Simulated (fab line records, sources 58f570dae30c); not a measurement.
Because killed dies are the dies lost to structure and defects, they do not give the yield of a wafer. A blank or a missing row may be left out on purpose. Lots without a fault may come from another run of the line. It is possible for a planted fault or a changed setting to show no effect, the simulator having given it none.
fab line records    flow berkeley-cmos170
[record] lots = 6  wafers = 18  last-day = 13
route steps=331 shown NVT@106 PVT@115
lots with no fault: from the same line, run without faults
start-h: the number of hours between the record's first day and the start of the first shown wafer of the lot    wait-h: hours from the lot's prior step to this one    " same as the row above    L1.1+2: a row that stands for several wafers    - no value, or no start was given    * or withheld: withheld    < > ~ a bound
route shown NAME@n: names a module that has steps shown in the file, with the first one's number in the route    usual: average and standard deviation across the fault-free wafers    same: alike in all rows    chamber/n: place in a boat    sites: the reading at each site    _std_site: how widely they spread, as a standard deviation    _edge_site: inner sites' mean taken away from outer sites' mean    radius-mm: for every site, how far away it sits from the centre of the wafer    mask NAME#n: copy n    behind: tool/chamber where the wafer was last shaped    hold: the reason the lot was held/the length of the hold in hours/how it ended    device: names the non-switching transistor (n, p or np)    end of line: the same wafers' tests at the end of the route    step lacking rows: just its recipe    killed: dies that structure and defects cost at the first sort, which is not the same as the wafer's yield    map: a wafer's dies, marking killed ones x, the rest . and places with no die _
set.NAME: the run value of the setting; set.NAME@STEP: its run value at that earlier step    model.NAME: the simulator's own value behind a step, which no gauge read
certain route steps with their lots: each step a table, each wafer a row
services: from which hour (start-h, from the record's first day; less than 0 if before it) a tool's chamber was out of use, for how many hours, and why
[[steps]]
[step UCB170_NVT_SOFTBAKE_02]
[recipe] resist = KrF  temp-c = 130  time-s = 60
[step UCB170_NVT_EXPOSE_03]
[recipe] mask-id = PWELL  target-cd-nm = 3000  na = 0.5  sigma-outer = 0.6  source-shape = conventional  dose-mj = 30
[step UCB170_NVT_PEB_04]
[recipe] peb-temp-c = 130  peb-time-s = withheld  resist = KrF
[step UCB170_NVT_DEVELOP_05]
[recipe] developer = TMAH  develop-time-s = 45  resist = KrF  dev-temp-c = 21
[step UCB170_NVT_OVL_MEAS_06]
[usual] NVT_OVL = 1/5.8
lot.wafer  tool        chamber  start-h  wait-h  NVT_OVL[nm]
L704.1     overlay-01  -        141.13   -       -1
L704.2     "           -        "        "       9
L704.3     "           -        "        "       -1
L706.1     overlay-01  -        151.68   -       -4
L706.4     "           -        "        "       0
L706.6     "           -        "        "       1
L711.2     overlay-01  -        187.88   -       4
L711.4     "           -        "        "       4
L711.6     "           -        "        "       6
L714.1     overlay-01  -        204.08   -       7
L714.4     "           -        "        "       1
L714.5     "           -        "        "       5
L713.1     overlay-02  -        204.32   -       -3
L713.3     "           -        "        "       -1
L713.4     "           -        "        "       -4
L724.1     overlay-02  -        259.43   -       -6
L724.4     "           -        "        "       -3
L724.6     "           -        "        "       -5
[step UCB170_NVT_IMPLANT_07]
[recipe] species = BF2  dose-cm2 = 3e+12  energy-kev = 50  tilt-deg = 7
[step UCB170_NVT_STRIP_08]
[recipe] chemistry = O2  power-w = 400  pressure-mtorr = 3500  platen-temp-c = withheld  o2-flow-sccm = 400  overash-fraction = 0.5
[usual] chamber-pressure-mTorr = 3500/3  drypump-motor-current-A = 5.8/0.53  oes-product-au = 0.734/0.0047  strip-time-to-endpoint-s = 21.67/0.072
lot.wafer  tool             chamber  start-h  wait-h  chamber-pressure-mTorr  drypump-motor-current-A  oes-product-au  rf-hours-counter-h  strip-time-to-endpoint-s
L704.1     plasma-asher-04  1        141.32   0.1     3501                    5.9                      0.735           3                   21.57
L704.2     "                0        "        "       3505                    6.4                      0.742           3                   21.52
L704.3     "                0        "        "       3497                    6.4                      0.736           -                   21.54
L706.1     plasma-asher-04  0        151.87   0.1     3505                    6.4                      0.738           4                   21.70
L706.4     "                0        "        "       3500                    6.4                      0.733           -                   21.68
L706.6     "                1        "        "       3499                    5.9                      0.726           -                   21.69
L711.2     plasma-asher-01  1        188.06   0.1     3502                    5.6                      0.735           44                  21.84
L711.4     "                0        "        "       3503                    6.4                      0.726           -                   21.77
L711.6     "                1        "        "       3503                    5.6                      0.736           -                   21.79
L714.1     plasma-asher-01  0        204.27   0.1     3498                    6.4                      0.736           46                  21.67
L714.4     "                1        "        "       3500                    5.6                      0.739           -                   21.63
L714.5     "                1        "        "       3496                    5.6                      0.739           -                   21.69
L713.1     plasma-asher-04  0        204.51   0.1     3502                    6.4                      0.733           9                   21.61
L713.3     "                0        "        "       3507                    6.4                      0.729           -                   21.62
L713.4     "                1        "        "       3503                    5.9                      0.738           -                   21.55
L724.1     plasma-asher-03  0        259.62   0.1     3500                    4.9                      0.739           59                  21.74
L724.4     "                1        "        "       3503                    5.4                      0.734           -                   21.70
L724.6     "                0        "        "       3498                    4.9                      0.735           -                   21.69
[step UCB170_NVT_TW_MEAS_09]
[usual] NVT_TW = 523/3.8
lot.wafer  tool           chamber  start-h  wait-h  NVT_TW
L704.1     film-metro-03  -        141.42   0.1     520
L704.2     "              -        "        "       521
L704.3     "              -        "        "       520
L706.1     film-metro-03  -        151.97   0.1     520
L706.4     "              -        "        "       520
L706.6     "              -        "        "       518
L711.2     film-metro-04  -        188.17   0.1     523
L711.4     "              -        "        "       525
L711.6     "              -        "        "       523
L714.1     film-metro-04  -        204.37   0.1     525
L714.4     "              -        "        "       527
L714.5     "              -        "        "       522
L713.1     film-metro-01  -        204.61   0.1     526
L713.3     "              -        "        "       527
L713.4     "              -        "        "       525
L724.1     film-metro-04  -        259.72   0.1     525
L724.4     "              -        "        "       526
L724.6     "              -        "        "       528
[step UCB170_NVT_CLEAN_10]
[recipe] chemistry = SPM  temp-c = 120  time-s = 600
[step UCB170_PVT_HMDS_00]
[recipe] prime-time-s = 60  prime-temp-c = 100
[step UCB170_PVT_COAT_01]
[recipe] resist = KrF  spin-rpm = 1500  resist-thk-nm = 900
[step UCB170_PVT_SOFTBAKE_02]
[recipe] resist = KrF  temp-c = 130  time-s = 60
[step UCB170_PVT_EXPOSE_03]
[recipe] mask-id = NWELL  target-cd-nm = 3000  na = 0.5  sigma-outer = 0.6  source-shape = conventional  dose-mj = 30
[usual] exposure-dose-mJ-cm2 = 29.998/0.027  focus-offset-nm = 0.0/0.62
lot.wafer  tool            chamber  start-h  wait-h  mask     exposure-dose-mJ-cm2  focus-offset-nm
L704.1     krf-scanner-02  0        142.51   0.4     NWELL#0  29.969                -0.7
L704.2     "               0        "        "       NWELL#0  29.940                0.4
L704.3     "               0        "        "       NWELL#0  29.965                -0.6
L706.1     krf-scanner-01  0        152.79   0.2     NWELL#0  29.971                0.2
L706.4     "               0        "        "       NWELL#0  29.969                0.2
L706.6     "               0        "        "       NWELL#0  29.974                1.3
L711.2     krf-scanner-02  -        189.07   0.3     NWELL#0  -                     -
L711.4     "               -        "        "       NWELL#0  -                     -
L711.6     "               -        "        "       NWELL#0  -                     -
L714.1     krf-scanner-02  0        205.19   0.2     NWELL#0  29.991                0.0
L714.4     "               0        "        "       NWELL#0  30.005                0.3
L714.5     "               0        "        "       NWELL#0  30.030                -0.9
L713.1     krf-scanner-01  -        205.43   0.2     NWELL#0  -                     -
L713.3     "               -        "        "       NWELL#0  -                     -
L713.4     "               -        "        "       NWELL#0  -                     -
L724.1     krf-scanner-01  0        260.66   0.1     NWELL#0  30.010                0.4
L724.4     "               0        "        "       NWELL#0  30.052                -0.7
L724.6     "               0        "        "       NWELL#0  30.045                0.4
[step UCB170_PVT_PEB_04]
[recipe] peb-temp-c = 130  peb-time-s = withheld  resist = KrF
[[services]]
tool             chamber  start-h  hours  kind
plasma-asher-04  0        117.82   -      clean
plasma-asher-04  1        117.82   -      clean
plasma-asher-03  -        121.10   1.7    repair
krf-scanner-02   -        134.19   0.3    repair
plasma-asher-03  -        158.02   0.4    repair
krf-scanner-01   -        180.35   1.3    pm
krf-scanner-01   -        239.87   1.0    pm
krf-scanner-01   -        247.61   3.6    pm
krf-scanner-02   -        255.96   7.2    pm
[[key]]
[first-sign] step = UCB170_PVT_EXPOSE_03  reading = tool-record  direction = missing
effect none on later readings
met-at UCB170_PVT_EXPOSE_03
struck-wafers L711.2,L711.4,L711.6,L713.1,L713.3,L713.4
sort-left-out L711.2,L711.4,L711.6,L713.1,L713.3,L713.4
tester-left-out L711,L713
onset-between 152.79 189.07
[fault] kind = skipped-step-whole  tool = krf-scanner-01,krf-scanner-02  chamber = -  onset-h = 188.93  steps = UCB170_PVT_EXPOSE_03  scope = struck-lots-only
// tester-left-out: of these lots the tester's yield and bins aren't shown, on N5 and GAA mostly nor the transistor test; their killed dies are dies lost to structure and defects alone, not to doping, threshold or leakage, so they don't give the yield
// sort-left-out: the simulated sort isn't trusted on such a fault, so these wafers' sort isn't shown, and their yield isn't known
